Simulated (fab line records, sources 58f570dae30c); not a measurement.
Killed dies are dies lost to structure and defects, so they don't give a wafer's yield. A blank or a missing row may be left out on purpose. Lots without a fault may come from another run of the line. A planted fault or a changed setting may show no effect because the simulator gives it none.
Split-lot experiment | flow berkeley_cmos170 | 5 lots, 23 wafers read, on a route of 331 steps

THE SPLIT
At UCB170_M1_EXPOSE_06 (exposes mask METAL1, target cd 700 nm), the setting dose_mj was moved away from the recipe's 21 on 8 of the 23 wafers read, by -3.3% to +2.6%. The other wafers ran this setting at the recipe's value.

FROM THE SPLIT TO THE READING: what the file shows between them, 2 steps
- UCB170_M1_PEB_07
- UCB170_M1_DEVELOP_08: develop time 45 s

THE READING
cd_nm, in nm, at UCB170_M1_CD_MEAS_09 (target cd 700 nm). Fault-free wafers of this fab line usually give 699.8 nm, standard deviation 1.4 nm.

wafer  | tool, chamber at the split | dose_mj as run | against the recipe | cd_nm, nm | against lot-mates on the recipe
L074.1 | krf_scanner-01, 0          | 21             | recipe             | 700.7     | -
L074.3 | krf_scanner-01, 0          | 20.31          | -3.3%              | 706.5     | +5.5
L074.4 | krf_scanner-01, 0          | 21             | recipe             | 701.2     | -
L074.5 | krf_scanner-01, 0          | 20.31          | -3.3%              | 705.7     | +4.8
L074.6 | krf_scanner-01, 0          | 20.31          | -3.3%              | 707.9     | +6.9
L080.2 | krf_scanner-02, 0          | 21             | recipe             | 700.1     | -
L080.3 | krf_scanner-02, 0          | 21             | recipe             | 699.1     | -
L080.4 | krf_scanner-02, 0          | 21             | recipe             | 700.6     | -
L080.5 | krf_scanner-02, 0          | 21             | recipe             | 699.5     | -
L080.6 | krf_scanner-02, 0          | 21             | recipe             | 700.9     | -
L082.1 | krf_scanner-01, 0          | 21.43          | +2.0%              | 697.4     | -2.7
L082.2 | krf_scanner-01, 0          | 21             | recipe             | 699.5     | -
L082.4 | krf_scanner-01, 0          | 21             | recipe             | 700.7     | -
L082.5 | krf_scanner-01, 0          | 21.43          | +2.0%              | 697.5     | -2.6
L082.6 | krf_scanner-01, 0          | 21.43          | +2.0%              | 695.7     | -4.4
L081.2 | krf_scanner-02, 0          | 21             | recipe             | 699.0     | -
L081.3 | krf_scanner-02, 0          | 21             | recipe             | 698.5     | -
L081.4 | krf_scanner-02, 0          | 21.54          | +2.6%              | 694.1     | -4.3
L081.5 | krf_scanner-02, 0          | 21.54          | +2.6%              | 695.1     | -3.3
L081.6 | krf_scanner-02, 0          | 21             | recipe             | 697.6     | -
L084.1 | krf_scanner-01, 0          | 21             | recipe             | 698.3     | -
L084.5 | krf_scanner-01, 0          | 21             | recipe             | 700.1     | -
L084.6 | krf_scanner-01, 0          | 21             | recipe             | 699.6     | -

THE FIT
A straight line over all 23 wafers: cd_nm changes by -1.94 nm for each +1% of dose_mj; r = -0.95; the points scatter about the line by 1.1 nm.
The same after taking each lot's own level away (the mean of its wafers on the recipe; 23 wafers): -1.65 nm for each +1%; r = -0.97; scatter 0.74 nm.
On that fit, the largest move of dose_mj shifts the reading by 5.4 nm.
The lots' own levels span 698.37 to 700.95 nm, that is 1.8 times the standard deviation above.
So the lot-to-lot level changes the slope: the two fits differ.
Check: with one of the wafers moved furthest among these (-3.3%) left out of the fit, the line predicts +5.52 nm for it against its lot-mates. It came out at +5.55 nm against them.

OTHER SPLITS ON THESE WAFERS
These wafers also went through other splits before the reading. Each is held against what the fit with the lots' levels taken away leaves over:
other split on the same wafers | wafers away from the commonest value | r with cd_nm (lot level and that fit taken away)
UCB170_CONTACT_CVD_01 time_s   | 10                                   | +0.06
UCB170_CONTACT_ETCH_17 bias_w  | 10                                   | -0.05

THE WHOLE CHAIN: every reading that the file lists as answering this split, in the file's order
step                 | what it does         | reading                                                   | change (the file's fit)              | r (the file's)
UCB170_M1_CD_MEAS_09 | target cd 700 nm     | cd_nm                                                     | -1.62 nm for each +1% of the setting | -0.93
UCB170_M1_ETCH_11    | etches BARC in N2/H2 | M1.cd_nm (the simulator's own value, which no gauge read) | -1.61 nm for each +1% of the setting | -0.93

THE FILE'S OWN FIT
cd_nm changes by -1.62 nm for each +1% of dose_mj, r = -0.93.
